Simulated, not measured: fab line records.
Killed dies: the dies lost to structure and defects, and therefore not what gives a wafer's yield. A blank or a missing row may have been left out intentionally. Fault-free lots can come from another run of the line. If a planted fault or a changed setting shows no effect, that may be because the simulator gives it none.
fab line records	flow berkeleyCmos170
record lots=5	wafers=15	lastDay=13
route steps=331 shown M1@238 M3@331
lots that met no fault: taken from a fault-free run of the same line
startH: hours from the record's opening day to when the first of the lot's shown wafers began	waitH: time in hours since the lot's previous step	" as in the row above	L1.1+2: a single row standing in for several wafers	- value missing, or start not given	* or withheld: withheld	< > ~ a bound
route shown NAME@n: NAME is a module with steps in the file, n the number in the route of the first one	usual: mean/standard deviation taken from wafers without a fault	same: alike in all rows	chamber/n: place in a boat	sites: the reading at each site	_std_site: standard deviation of those values	_edge_site: inner sites' mean taken away from outer sites' mean	radiusMm: how far each site lies from the wafer's centre	mask NAME#n: copy n	behind: tool/chamber where the wafer was last shaped	hold: reason for holding the lot/hours on hold/outcome of the hold	device: the transistor (n, p or np) that didn't switch	end of line: the same wafers' tests at the end of the route	for a step that has no rows: nothing shown but its recipe	killed: dies lost to structure and defects at the first sort, not the wafer's yield	map: a wafer's dies, marking killed ones x, the rest . and places with no die _
set.NAME: the setting as run; set.NAME@STEP: as run at that earlier step	model.NAME: the simulator's own value behind a step, which no gauge read
lots at selected steps of the route; one table per step, one row per wafer
services: when a tool's chamber went out of use (startH, in hours from the record's first day, below 0 if earlier), for how many hours, and the reason
## steps
# step UCB170_M1_SPUTTER_00
# recipe material=Al	targetThkNm=600	timeS=80	powerW=6000	chamberPressurePa=0.5
# usual throttleValvePct=29.4/0.87
lot.wafer	tool	chamber	startH	waitH	throttleValvePct
L173.2	pvdSputter-04	-	172.15	0.0	29.0
L173.4	"	-	"	"	29.0
L173.5	"	-	"	"	30.2
L177.1	pvdSputter-02	-	197.88	0.0	27.7
L177.2	"	-	"	"	30.1
L177.6	"	-	"	"	28.0
L188.1	pvdSputter-04	-	242.83	0.0	30.3
L188.2	"	-	"	"	28.8
L188.3	"	-	"	"	30.0
L186.2	pvdSputter-04	-	244.21	0.0	30.2
L186.4	"	-	"	"	30.3
L186.5	"	-	"	"	30.0
L195.1	pvdSputter-02	-	286.58	0.0	28.9
L195.3	"	-	"	"	30.3
L195.6	"	-	"	"	30.8
# step UCB170_M1_RS_MEAS_01
# recipe thkMeasGauge=four-point-probe	reads=Al_of_M1_SPUTTER_00
# usual M1_AL_RS=0.0485/0.00048
lot.wafer	tool	chamber	startH	waitH	M1_AL_RS[ohm/sq]
L173.2	filmMetro-01	-	172.24	0.1	0.0480
L173.4	"	-	"	"	0.0481
L173.5	"	-	"	"	0.0485
L177.1	filmMetro-03	-	197.94	0.0	0.0486
L177.2	"	-	"	"	0.0488
L177.6	"	-	"	"	0.0488
L188.1	filmMetro-03	-	242.89	0.0	0.0483
L188.2	"	-	"	"	0.0482
L188.3	"	-	"	"	0.0483
L186.2	filmMetro-03	-	244.29	0.1	0.0479
L186.4	"	-	"	"	0.0483
L186.5	"	-	"	"	0.0479
L195.1	filmMetro-02	-	286.64	0.0	0.0488
L195.3	"	-	"	"	0.0487
L195.6	"	-	"	"	0.0490
# step UCB170_M1_THK_MEAS_02
# recipe thkMeasGauge=xrf	reads=Al_of_M1_SPUTTER_00
# usual M1_AL_THK=603/6
lot.wafer	tool	chamber	startH	waitH	M1_AL_THK[nm]
L173.2	filmMetro-01	-	172.35	0.1	610
L173.4	"	-	"	"	608
L173.5	"	-	"	"	605
L177.1	filmMetro-03	-	198.06	0.1	607
L177.2	"	-	"	"	602
L177.6	"	-	"	"	601
L188.1	filmMetro-03	-	243.01	0.1	606
L188.2	"	-	"	"	607
L188.3	"	-	"	"	608
L186.2	filmMetro-03	-	244.40	0.1	615
L186.4	"	-	"	"	604
L186.5	"	-	"	"	611
L195.1	filmMetro-02	-	286.76	0.1	597
L195.3	"	-	"	"	597
L195.6	"	-	"	"	596
# step UCB170_M1_COAT_03
# recipe resist=BARC	tempC=withheld	timeS=withheld	spinRpm=3000	resistThkNm=withheld
# step UCB170_M1_COAT_04
# recipe resist=KrF	spinRpm=1500	resistThkNm=900
# step UCB170_M1_SOFTBAKE_05
# recipe resist=KrF	tempC=130	timeS=60
# step UCB170_M1_EXPOSE_06
# recipe maskId=METAL1	targetCdNm=700	na=0.5	sigmaOuter=0.6	sourceShape=conventional	doseMj=21
# step UCB170_M1_PEB_07
# recipe pebTempC=130	pebTimeS=withheld	resist=KrF
# step UCB170_M1_DEVELOP_08
# recipe developer=TMAH	developTimeS=45	resist=KrF	devTempC=21
# step UCB170_M1_CD_MEAS_09
# recipe targetCdNm=700
# usual cdNm=700.9/1.4
lot.wafer	tool	chamber	startH	waitH	cdNm
L173.2	cdSem-01	-	173.26	-	701.5
L173.4	"	-	"	"	702.4
L173.5	"	-	"	"	703.5
L177.1	cdSem-01	-	199.05	-	701.0
L177.2	"	-	"	"	698.7
L177.6	"	-	"	"	700.9
L188.1	cdSem-01	-	244.19	-	699.1
L188.2	"	-	"	"	700.4
L188.3	"	-	"	"	699.3
L186.2	cdSem-01	-	246.11	-	698.4
L186.4	"	-	"	"	698.5
L186.5	"	-	"	"	698.6
L195.1	cdSem-02	-	287.97	-	703.5
L195.3	"	-	"	"	704.0
L195.6	"	-	"	"	701.3
# step UCB170_M1_OVL_MEAS_10
# usual M1_OVL=1/5
lot.wafer	tool	chamber	startH	waitH	M1_OVL[nm]
L173.2	overlay-02	-	173.36	0.1	1
L173.4	"	-	"	"	-3
L173.5	"	-	"	"	-12
L177.1	overlay-01	-	199.17	0.1	11
L177.2	"	-	"	"	-8
L177.6	"	-	"	"	-4
L188.1	overlay-02	-	244.31	0.1	4
L188.2	"	-	"	"	7
L188.3	"	-	"	"	-4
L186.2	overlay-01	-	246.22	0.1	6
L186.4	"	-	"	"	15
L186.5	"	-	"	"	8
L195.1	overlay-01	-	288.09	0.1	2
L195.3	"	-	"	"	-4
L195.6	"	-	"	"	2
# step UCB170_M1_ETCH_11
# recipe chemistry=N2/H2	targetDepthA=withheld	overetchA=withheld	target=BARC	timeS=withheld	sourceW=500	biasW=100	pressureMtorr=30	n2FlowSccm=100	h2FlowSccm=200
# usual drypumpMotorCurrentA=5.9/0.48	oesProductAu=0.993/0.015	throttleValvePct=13.36/0.2
lot.wafer	tool	chamber	startH	waitH	drypumpMotorCurrentA	oesProductAu	throttleValvePct
L173.2	rieDiel-04	0	173.39	0.0	5.8	0.966	13.22
L173.4	"	1	"	"	6.2	1.001	13.40
L173.5	"	3	"	"	5.6	1.003	13.47
L177.1	rieDiel-03	3	199.21	0.0	6.5	1.005	13.62
L177.2	"	2	"	"	5.5	1.007	13.00
L177.6	"	2	"	"	5.5	1.007	13.02
L188.1	rieDiel-03	2	244.35	0.0	5.6	1.003	13.01
L188.2	"	3	"	"	6.6	1.010	13.63
L188.3	"	0	"	"	5.7	0.992	13.30
L186.2	rieDiel-03	1	246.25	0.0	6.4	0.983	13.58
L186.4	"	3	"	"	6.6	1.005	13.62
L186.5	"	3	"	"	6.6	1.006	13.63
L195.1	rieDiel-02	3	288.12	0.0	6.0	0.993	13.46
L195.3	"	0	"	"	6.7	0.992	13.11
L195.6	"	0	"	"	6.7	0.995	13.09
# step UCB170_M1_METAL_ETCH_12
# recipe chemistry=Cl2/BCl3	target=Al	stopOn=PSG	pressureMtorr=12	targetDepthA=7800	overEtchFrac=0.3	timeS=133.5	icpW=600	biasW=120	Cl2_flow_sccm=90	bcl3FlowSccm=45
# usual drypumpMotorCurrentA=5.4/0.4	oesProductAu=0.860/0.018	throttleValvePct=24.25/0.13
lot.wafer	tool	chamber	startH	waitH	drypumpMotorCurrentA	oesProductAu	rfHoursCounterH	throttleValvePct	model.KrF_of_M1_COAT_04.thkNm	model.M1.cdNm
L173.2	rieMetal-04	1	173.43	-	5.4	0.872	8	24.40	433.5	701.8
L173.4	"	0	"	"	5.2	0.885	-	24.36	431.2	700.3
L173.5	"	0	"	"	5.2	0.891	-	24.36	428.7	701.2
L177.1	rieMetal-02	0	199.25	-	5.0	0.834	7	24.04	421.4	700
L177.2	"	1	"	"	5.2	0.857	14	24.19	413.9	697.4
L177.6	"	1	"	"	5.2	0.842	-	24.21	417.7	699.2
L188.1	rieMetal-04	1	244.39	-	5.4	0.858	10	24.39	431.5	701.1
L188.2	"	0	"	"	5.2	0.873	11	24.38	521	707.7
L188.3	"	1	"	"	5.4	0.857	-	24.40	431.6	701.6
L186.2	rieMetal-01	0	246.29	-	5.9	0.874	11	24.30	429.9	700.7
L186.4	"	1	"	"	6.1	0.854	-	24.23	422.2	700.1
L186.5	"	0	"	"	5.9	0.879	-	24.30	427.3	701.3
L195.1	rieMetal-02	0	288.16	-	5.0	0.829	10	24.03	424.6	699.4
L195.3	"	1	"	"	5.2	0.857	-	24.29	422.8	701.7
L195.6	"	0	"	"	5.0	0.831	-	24.04	425.8	697.1
# step UCB170_M1_STRIP_13
# recipe chemistry=O2	powerW=400	pressureMtorr=3500	platenTempC=withheld	o2FlowSccm=400	overashFraction=0.5
# usual drypumpMotorCurrentA=5.8/0.34	oesProductAu=0.720/0.0045
# same overashFraction=0.5
lot.wafer	tool	chamber	startH	waitH	drypumpMotorCurrentA	oesProductAu	rfHoursCounterH
L173.2	plasmaAsher-03	0	173.57	0.1	5.9	0.723	7
L173.4	"	1	"	"	6.3	0.725	-
L173.5	"	0	"	"	5.9	0.726	-
L177.1	plasmaAsher-03	0	199.38	0.1	5.9	0.721	10
L177.2	"	1	"	"	6.3	0.722	10
L177.6	"	0	"	"	5.9	0.716	-
L188.1	plasmaAsher-03	0	244.57	0.1	5.9	0.732	16
L188.2	"	1	"	"	6.3	0.722	16
L188.3	"	1	"	"	6.3	0.716	-
L186.2	plasmaAsher-02	1	246.43	0.1	5.5	0.723	33
L186.4	"	0	"	"	5.7	0.720	-
L186.5	"	0	"	"	5.7	0.717	-
L195.1	plasmaAsher-04	1	288.30	0.1	6.1	0.724	58
L195.3	"	1	"	"	6.1	0.719	-
L195.6	"	1	"	"	6.1	0.720	-
# step UCB170_M1_CD_MEAS_90
# recipe targetCdNm=700
# usual cdNm=700.3/2.1
lot.wafer	tool	chamber	startH	waitH	cdNm
L173.2	cdSem-02	-	173.69	0.1	701.7
L173.4	"	-	"	"	699.9
L173.5	"	-	"	"	701.1
L177.1	cdSem-01	-	199.48	0.1	700.3
L177.2	"	-	"	"	697.3
L177.6	"	-	"	"	699.2
L188.1	cdSem-01	-	244.67	0.1	701.1
L188.2	"	-	"	"	707.3
L188.3	"	-	"	"	701.7
L186.2	cdSem-01	-	246.55	0.1	700.6
L186.4	"	-	"	"	700.0
L186.5	"	-	"	"	701.5
L195.1	cdSem-02	-	288.40	0.1	699.4
L195.3	"	-	"	"	701.6
L195.6	"	-	"	"	697.2
# step UCB170_M1_ANNEAL_14
# recipe tempC=400	timeS=1200	ambient=formingGas
# step UCB170_M3_PROBE_99
lot.wafer	tool	chamber	startH	waitH	model.etest.m1CombOverSteps.leakLog10AUm	model.etest.m1.widthNm	model.etest.ring.quietLog10A	model.etest.antennaM1.vtShiftV
L173.2	prober-01	-	190.22	0.1	-12.66	697.3	-8.423	-0.008466
L173.4	prober-01	-	190.32	0.2	-12.74	703.1	-8.357	-0.006847
L173.5	prober-01	-	190.37	0.2	-12.73	701.8	-8.346	-0.007005
L177.1	prober-01	-	213.46	0.1	-12.7	703.2	-8.462	-0.008192
L177.2	prober-01	-	213.51	0.1	-12.83	699	-8.489	-0.01156
L177.6	prober-01	-	213.71	0.2	-12.82	704.7	-8.153	-0.01029
L188.1	prober-01	-	256.43	0.1	-12.85	711	-8.463	-0.008789
L188.2	prober-01	-	256.48	0.1	-4.443	709	-2.482	-0.001543
L188.3	prober-01	-	256.53	0.2	-12.63	703.2	-8.566	-0.009056
L186.2	prober-01	-	261.62	0.1	-12.72	702.8	-8.564	-0.003094
L186.4	prober-01	-	261.72	0.2	-12.74	705	-8.573	-0.006871
L186.5	prober-01	-	261.77	0.2	-12.71	703.5	-8.625	-0.01177
L195.1	prober-01	-	300.71	0.1	-12.75	701.6	-8.432	-0.008385
L195.3	prober-01	-	300.81	0.2	-12.93	703.2	-8.516	-0.007579
L195.6	prober-01	-	300.96	0.2	-12.74	699	-8.593	-0.004435
# killed by level:class
L173.2 WELLDRIVE:geometricParticle:short=1 GATE:geometricParticle:open=1 M2:geometricParticle:open=1
L173.4 SPACER:geometricParticle:short=1 SILICIDE:geometricParticle:open=1 M2:geometricParticle:short=1
L173.5 GATE:geometricParticle:open=1 GATE:geometricParticle:short=1 M2:geometricParticle:open=1
L177.1 SILICIDE:geometricParticle:short=2 GATE:geometricParticle:open=1
L177.2 WELLDRIVE:geometricParticle:open=1 GATE:geometricParticle:short=1 V2:geometricParticle:open=1
L177.6 SACOX:geometricParticle:open=1 SILICIDE:geometricParticle:open=1
L186.2 SILICIDE:geometricParticle:open=1
L186.4 START:geometricParticle:short=1 GATE:geometricParticle:short=1
L186.5 SILICIDE:geometricParticle:short=1
L195.1 SILICIDE:geometricParticle:short=1
L195.3 SILICIDE:geometricParticle:open=1 M1:geometricParticle:short=1 V2:geometricParticle:short=1 GATE:coatMicrobubblePrinted=1
L195.6 GATE:coatMicrobubblePrinted=1
## services
tool	chamber	startH	hours	kind
rieDiel-02	3	150.23	5.8	repair
plasmaAsher-04	-	172.02	0.8	repair
rieDiel-04	1	175.18	-	clean
rieDiel-04	1	175.18	12.0	scheduledDown
rieDiel-04	1	175.18	12.0	ventCycle
rieDiel-02	3	178.85	6.7	repair
pvdSputter-02	-	183.14	2.4	repair
rieDiel-03	0	192.02	-	clean
rieDiel-03	0	192.02	20.5	scheduledDown
rieDiel-03	0	192.02	20.5	ventCycle
rieDiel-02	-	201.74	1.0	repair
rieMetal-02	1	207.52	-	clean
rieMetal-02	1	207.52	12.4	scheduledDown
rieMetal-02	1	207.52	12.4	ventCycle
rieDiel-02	-	216.57	4.0	repair
rieDiel-04	2	219.34	-	clean
rieDiel-04	2	219.34	25.7	scheduledDown
rieDiel-04	2	219.34	25.7	ventCycle
rieDiel-03	1	253.49	6.5	repair
plasmaAsher-03	-	265.49	5.8	repair
rieDiel-04	2	269.22	2.6	repair
pvdSputter-04	-	275.65	2.1	repair
rieDiel-03	0	276.37	4.4	repair
rieDiel-04	2	276.75	3.3	repair
## key
firstSign step=UCB170_M1_CD_MEAS_90	reading=cdNm	direction=up	sigmas=3.3	usual=700.3	struck=707.3
effect none on later readings
modelEffect step=UCB170_M1_METAL_ETCH_12	value=KrF_of_M1_COAT_04.thkNm	without=427.9	struck=521
modelEffect step=UCB170_M3_PROBE_99	value=etest.m1CombOverSteps.leakLog10AUm	without=-12.86	struck=-4.443
metAt UCB170_M1_METAL_ETCH_12
struckWafers L188.2
sortLeftOut L188.2
onsetBetween 173.43 244.39
fault kind=processParameterDrift	tool=rieMetal-04	chamber=0	onsetH=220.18	steps=UCB170_M1_METAL_ETCH_12	channel=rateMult	offset=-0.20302	shape=step	endH=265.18
# sortLeftOut: the simulated sort isn't trusted on such a fault, so these wafers' sort isn't shown, and their yield isn't known
